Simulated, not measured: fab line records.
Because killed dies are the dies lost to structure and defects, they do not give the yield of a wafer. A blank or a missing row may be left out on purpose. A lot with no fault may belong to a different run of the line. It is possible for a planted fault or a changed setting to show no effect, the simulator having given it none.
Struck lot and sound lot, side by side || flow ritCmos || 18 steps out of a route of 202
Sound: wafers L165.1, L165.3, L165.5. The struck wafers were L181.2, L181.4, L181.6. The cause comes at the end.
Each step with rows lists, per side, the tool, then ch with its chambers, then its first start. Under that, the readings that differ: sound wafers || struck wafers || difference of the means || sigmas: that difference in standard deviations of wafers without a fault.
alike: readings with means less than 2 such deviations apart, plus words and numbers identical on both sides. not compared: withheld readings, readings lacking a value on some wafer, bounds such as >300 that could conceal the same value, and numbers that have no deviation in the record and whose values overlap.
A row with sigmas, a row that says differs or no value, or rows on one side alone: a step with any of these is where the two part. Non-overlapping numbers with no deviation appear without sigmas and do not part them. Lack of a reading on every wafer of one side parts them only where that side has two or more wafers.

first, 5 steps without rows for these wafers: RIT_NSD_COAT_01 (resist thk 1000 nm); RIT_NSD_SOFTBAKE_02 (time 60 s); RIT_NSD_EXPOSE_03 (exposes mask M9, target cd 40700 nm); RIT_NSD_PEB_04; RIT_NSD_DEVELOP_05 (develop time 50 s).
RIT_NSD_OVL_MEAS_06:
  struck on overlay-02, day 7 03:44; sound on overlay-02, day 3 12:02
  alike: NSD_OVL
then, 2 steps without rows for these wafers: RIT_NSD_HARDBAKE_07 (time 60 s); RIT_NSD_IMPLANT_08.
RIT_NSD_STRIP_09: strips in O2, time 180 s.
  sound on plasmaAsher-03 ch 0,1, day 3 12:23; struck on plasmaAsher-01 ch 0,1, day 7 04:04
  alike: drypumpMotorCurrentA
  not compared: rfHoursCounterH
RIT_NSD_TW_MEAS_10:
  struck on filmMetro-03, day 7 04:16; sound on filmMetro-02, day 3 12:34
  alike: NSD_TW
then, 2 steps without rows for these wafers: RIT_PSD_HMDS_00 (prime time 60 s); RIT_PSD_COAT_01 (resist thk 1000 nm).
RIT_PSD_SOFTBAKE_02: time 60 s.
  sound on lithoTrack-01 ch 0, day 3 12:55; struck on lithoTrack-02 ch 0, day 7 04:38
{"reading": "heaterPowerTotalW (W)", "sound": "34.54 34.67 34.56", "struck": "36.97 37.01 37.00", "difference": "+2.40", "sigmas": "+52"}
{"reading": "plateTempC (C)", "sound": "90.00 89.93 90.12", "struck": "94.47 94.46 94.42", "difference": "+4.43", "sigmas": "+34"}
{"reading": "model.NOVOLAK_of_PSD_COAT_01.thkNm (nm)", "sound": "996.3 996.7 996.7", "struck": "981.5 985.7 987.9", "difference": -11.5, "sigmas": ""}
  alike: resistLineTempC
then, 2 steps without rows for these wafers: RIT_PSD_EXPOSE_03 (exposes mask M10, target cd 40900 nm); RIT_PSD_PEB_04.
RIT_PSD_DEVELOP_05: develop time 50 s.
  sound: lithoTrack-01 ch 0; struck: lithoTrack-02 ch 0
{"reading": "model.NOVOLAK_of_PSD_COAT_01.thkNm (nm)", "sound": "996 996.4 996.3", "struck": "981.2 985.3 987.5", "difference": -11.6, "sigmas": ""}
  alike: resistLineTempC
RIT_PSD_OVL_MEAS_06:
  struck on overlay-01, day 7 05:10; sound on overlay-01, day 3 13:35
  alike: PSD_OVL
RIT_M1_PROBE_99:
  struck on prober-01, day 7 13:51; sound on prober-01, day 3 22:07
  alike: killedAtFrontEnd, killedDies, killedOpen, killedShort

WHERE THEY PART
At RIT_PSD_SOFTBAKE_02 and nowhere else, as far as this record goes. Later steps at which nothing parts them and some readings are alike: RIT_PSD_DEVELOP_05, RIT_PSD_OVL_MEAS_06, RIT_M1_PROBE_99.

WHY: whatever the simulator had introduced
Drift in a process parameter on lithoTrack-02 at RIT_PSD_SOFTBAKE_02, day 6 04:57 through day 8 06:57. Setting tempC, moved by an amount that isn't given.
